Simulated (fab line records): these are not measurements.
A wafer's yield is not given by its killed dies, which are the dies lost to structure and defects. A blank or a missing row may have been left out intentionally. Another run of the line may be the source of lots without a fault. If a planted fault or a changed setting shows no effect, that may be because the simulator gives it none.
A struck lot beside a sound one | flow rit cmos | 44 steps out of a route of 202
Sound: wafers L997.3, L997.4, L997.5. Wafers L103.1, L103.5, L103.6 were the ones struck. The cause comes at the end.
Each step with rows lists, per side, the tool, then ch with its chambers, then its first start. Under that, the readings that differ: sound wafers | struck wafers | difference of the means | sigmas: that difference in standard deviations of wafers without a fault.
alike: same words and numbers on both sides, and readings whose means sit less than 2 such deviations apart. not compared: any withheld reading, any reading some wafer has no value for, any bound like >300 that may hide the same value, and any number with overlapping values for which the record gives no deviation.
A row with sigmas, a row that says differs or no value, or rows on one side alone: a step with any of these is where the two part. Non-overlapping numbers with no deviation appear without sigmas and do not part them. A reading that every wafer of one side lacks parts them only if that side has two wafers or more.

first, 1 step without rows for these wafers: RIT_PRETRO_IMPLANT_08.
RIT_PRETRO_STRIP_09: strips in O2, time 180 s.
  sound on plasma asher-02 ch 0,1, day 4 12:01; struck on plasma asher-02 ch 0,1, day 5 15:58
  alike: chamber pressure mTorr, drypump motor current A
  not compared: rf hours counter h
RIT_PRETRO_TW_MEAS_10:
  sound: film metro-04 at day 4 12:08; struck: film metro-03 at day 5 16:08
  reading   | sound       | struck      | difference | sigmas
  PRETRO_TW | 469 465 467 | 476 476 475 | +9         | +2
then, 5 steps without rows for these wafers: RIT_GATE_WET_ETCH_00 (etches SiO2 in BOE, target depth 56 nm, time 60 s); RIT_GATE_CLEAN_01 (cleans in SC1, time 600 s); RIT_GATE_CLEAN_02 (cleans in dHF, time 30 s); RIT_GATE_CLEAN_03 (cleans in SC2, time 600 s); RIT_GATE_CLEAN_04 (cleans in dHF, time 60 s).
RIT_FOX2_THK_MEAS_91:
  sound: film metro-04 at day 4 12:37; struck: film metro-04 at day 5 16:37
  alike: FIELD_OXIDE_LEFT_2_THK
then, 2 steps without rows for these wafers: RIT_GATE_OXIDATION_05 (target thk 3 nm, ox time 270 s); RIT_GATE_ANNEAL_06 (time 600 s).
RIT_GATE_THK_MEAS_07:
  sound: film metro-03 at day 4 14:01; struck: film metro-03 at day 5 18:00
  reading             | sound          | struck         | difference | sigmas
  GATE_OXIDE_THK (nm) | 3.09 2.98 2.97 | 3.10 3.18 3.20 | +0.15      | +2
RIT_GATE_CVD_08: deposits poly-Si from SiH4, target thk 250 nm, time 2220 s.
  sound on lpcvd-02 ch 1, day 4 14:03; struck on lpcvd-02 ch 0, day 5 18:04
  reading                                  | sound             | struck            | difference | sigmas
  pressure mtorr (mTorr)                   | 299.2 300.0 300.0 | 240.1 240.5 239.9 | -59.6      | -99 or more
  model.poly-Si_of_GATE_CVD_08.thk nm (nm) | 249.4 246.2 248.3 | 221.4 221.5 222.1 | -26.3      |
  alike: spike tc source C, susceptor temp C
RIT_GATE_THK_MEAS_09:
  sound: film metro-01 at day 4 15:41; struck: film metro-04 at day 5 19:40
  reading            | sound             | struck            | difference | sigmas
  GATE_POLY_THK (nm) | 249.4 246.0 248.5 | 221.4 221.6 222.1 | -26.3      | -13
then, 6 steps without rows for these wafers: RIT_GATE_HMDS_10 (prime time 60 s); RIT_GATE_COAT_11 (resist thk 850 nm); RIT_GATE_SOFTBAKE_12 (time 60 s); RIT_GATE_EXPOSE_13 (exposes mask M6, target cd 150 nm); RIT_GATE_PEB_14; RIT_GATE_DEVELOP_15 (develop time 50 s).
RIT_GATE_CD_MEAS_16: target cd 150 nm.
  sound: cd sem-01 at day 4 16:44; struck: cd sem-01 at day 5 20:43
  alike: cd nm
RIT_GATE_OVL_MEAS_17:
  sound: overlay-02 at day 4 16:50; struck: overlay-01 at day 5 20:50
  alike: GATE_OVL
then, 1 step without rows for these wafers: RIT_GATE_HARDBAKE_18 (time 60 s).
RIT_GATE_ETCH_19: etches poly-Si in SF6/CHF3/O2, stops on SiO2, time 165 s, target depth 312.5 nm.
  sound on rie si-02 ch 0,2,3, day 4 17:07; struck on rie si-02 ch 0,1,3, day 5 21:01
  reading                          | sound             | struck            | difference | sigmas
  oes product au (a.u.)            | 0.830 0.850 0.846 | 0.766 0.784 0.772 | -0.068     | -5
  model.GATE.feature depth nm (nm) | 249.4 246.2 248.3 | 221.4 221.5 222.1 | -26.3      |
  model.etch.depth nm (nm)         | 249.4 246.2 248.3 | 221.4 221.5 222.1 | -26.3      |
  alike: chamber pressure mTorr, drypump motor current A, throttle valve pct
  not compared: rf hours counter h
RIT_GATE_STRIP_20: strips in O2, time 180 s.
  sound on plasma asher-04 ch 0,1, day 4 17:17; struck on plasma asher-04 ch 0,1, day 5 21:07
  alike: chamber pressure mTorr, drypump motor current A
  not compared: rf hours counter h
RIT_GATE_CD_MEAS_90: target cd 150 nm.
  sound: cd sem-02 at day 4 17:27; struck: cd sem-02 at day 5 21:18
  alike: cd nm
then, 4 steps without rows for these wafers: RIT_REOX_CLEAN_00 (cleans in SC1, time 600 s); RIT_REOX_CLEAN_01 (cleans in dHF, time 30 s); RIT_REOX_CLEAN_02 (cleans in SC2, time 600 s); RIT_REOX_OXIDATION_03 (target thk 25.2 nm, ox time 5580 s).
RIT_REOX_THK_MEAS_04:
  sound: film metro-04 at day 4 20:32; struck: film metro-04 at day 6 00:55
  alike: REOX_OXIDE_THK
then, 6 steps without rows for these wafers: RIT_NLDD_HMDS_00 (prime time 60 s); RIT_NLDD_COAT_01 (resist thk 1000 nm); RIT_NLDD_SOFTBAKE_02 (time 60 s); RIT_NLDD_EXPOSE_03 (exposes mask M7, target cd 40700 nm); RIT_NLDD_PEB_04; RIT_NLDD_DEVELOP_05 (develop time 50 s).
RIT_NLDD_OVL_MEAS_06:
  sound: overlay-02 at day 4 21:26; struck: overlay-02 at day 6 01:49
  alike: NLDD_OVL
then, 2 steps without rows for these wafers: RIT_NLDD_HARDBAKE_07 (time 60 s); RIT_NLDD_IMPLANT_08.
RIT_NLDD_STRIP_09: strips in O2, time 180 s.
  sound on plasma asher-03 ch 0,1, day 4 21:49; struck on plasma asher-03 ch 0,1, day 6 02:09
  alike: chamber pressure mTorr, drypump motor current A
  not compared: rf hours counter h
RIT_NLDD_TW_MEAS_10:
  sound: film metro-03 at day 4 21:57; struck: film metro-02 at day 6 02:20
  alike: NLDD_TW
RIT_SDANNEAL_CLEAN_02: cleans in SC2, time 600 s.
  sound on wet bench-01 ch 2, day 5 05:27; struck on wet bench-03 ch 2, day 6 09:35
  reading                                  | sound             | struck          | difference | sigmas
  model.poly-Si_of_GATE_CVD_08.thk nm (nm) | 160.8 159.7 160.3 | 135 135.3 135.7 | -25        |
  alike: bath guard temp C
RIT_M1_PROBE_99:
  sound: prober-01 at day 5 13:18; struck: prober-01 at day 6 18:11
  reading                               | sound             | struck            | difference | sigmas
  model.etest.nmos turned.drive ua um   | 288.5 308.1 295.9 | 367 376.3 364.9   | +72        |
  model.etest.pmos turned.drive ua um   | 172.3 183.2 177.1 | 202.9 209.6 202.5 | +27.5      |
  model.etest.ppoly line.rs ohm sq      | 16.53 16.35 16.47 | 16.74 16.68 16.74 | +0.27      |
  model.etest.nmos_0p15.tox inv nm (nm) | 4.471 4.445 4.415 | 4.515 4.505 4.531 | +0.073     |
  alike: killed at contacts, killed at front end, killed dies, killed open, killed short

## WHERE THEY PART
First at RIT_PRETRO_TW_MEAS_10; last, within this record, at RIT_GATE_ETCH_19. Later steps at which nothing parts them and some readings are alike: RIT_GATE_STRIP_20, RIT_GATE_CD_MEAS_90, RIT_REOX_THK_MEAS_04, RIT_NLDD_OVL_MEAS_06, RIT_NLDD_STRIP_09, RIT_NLDD_TW_MEAS_10, RIT_SDANNEAL_CLEAN_02, RIT_M1_PROBE_99.

WHY: whatever the simulator had introduced
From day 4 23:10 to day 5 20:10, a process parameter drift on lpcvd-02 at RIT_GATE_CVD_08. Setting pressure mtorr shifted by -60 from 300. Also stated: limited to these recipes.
